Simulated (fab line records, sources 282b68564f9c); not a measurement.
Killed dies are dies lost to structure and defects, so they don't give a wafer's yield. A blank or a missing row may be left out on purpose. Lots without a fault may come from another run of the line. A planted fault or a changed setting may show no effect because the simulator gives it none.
Which tool did it? | flow rit_cmos | 7 lots, 21 wafers sampled, at 2 steps of a route of 202

WHAT THE GAUGES READ, wafer by wafer
RIT_NLDD_TW_MEAS_10.
lot  | measured    | on            | NLDD_TW
L210 | day 3 11:16 | film_metro-04 | 2482 2466 2470
L211 | day 3 16:11 | film_metro-02 | 2516 2500 2510
L213 | day 4 00:53 | film_metro-04 | 2472 2480 2462
L215 | day 4 15:44 | film_metro-03 | 2503 2510 2509
L216 | day 4 21:19 | film_metro-03 | 2518 2529 2505
L219 | day 5 10:55 | film_metro-03 | 2811 2819 2825
L221 | day 5 17:38 | film_metro-04 | 2773 2763 2772

WHICH TOOL RAN EACH LOT (tool, then ch and the chambers of the sampled wafers, then the start)
lot  | RIT_NLDD_IMPLANT_08
L210 | implanter-01 ch 0, day 3 10:58
L211 | implanter-04 ch 0, day 3 15:52
L213 | implanter-04 ch 0, day 4 00:34
L215 | implanter-02 ch 0, day 4 15:23
L216 | implanter-02 ch 0, day 4 20:59
L219 | implanter-01 ch 0, day 5 10:35
L221 | implanter-02 ch 0, day 5 17:20
- RIT_NLDD_IMPLANT_08

THE ANSWER, worked out from the rows above alone
Rule: what is usual is taken from the lots themselves. Put in order of their means at a reading, lots are off if they are a third of the lots or fewer, leave a main group of 4 or more, and stand apart from it by a gap of 3 or more times the standard deviation of the main group's means; of several such gaps the widest counts. A main group whose means are all the same, to the digits that the tables above print for the reading, isn't used. A lot without any number at a reading at which 4 lots or more have one is off too. The other lots that the step has rows for count as sound.
Off: L219, L221, at RIT_NLDD_TW_MEAS_10 (NLDD_TW). The main group: mean 2495, standard deviation 19.
A tool fits if, at a process step before that reading, it ran every lot that is off, and no sound lot after the first of them. The gauges at RIT_NLDD_TW_MEAS_10 are tried like those tools. None of those tried fits.

WHAT THE SIMULATOR HAD PUT IN
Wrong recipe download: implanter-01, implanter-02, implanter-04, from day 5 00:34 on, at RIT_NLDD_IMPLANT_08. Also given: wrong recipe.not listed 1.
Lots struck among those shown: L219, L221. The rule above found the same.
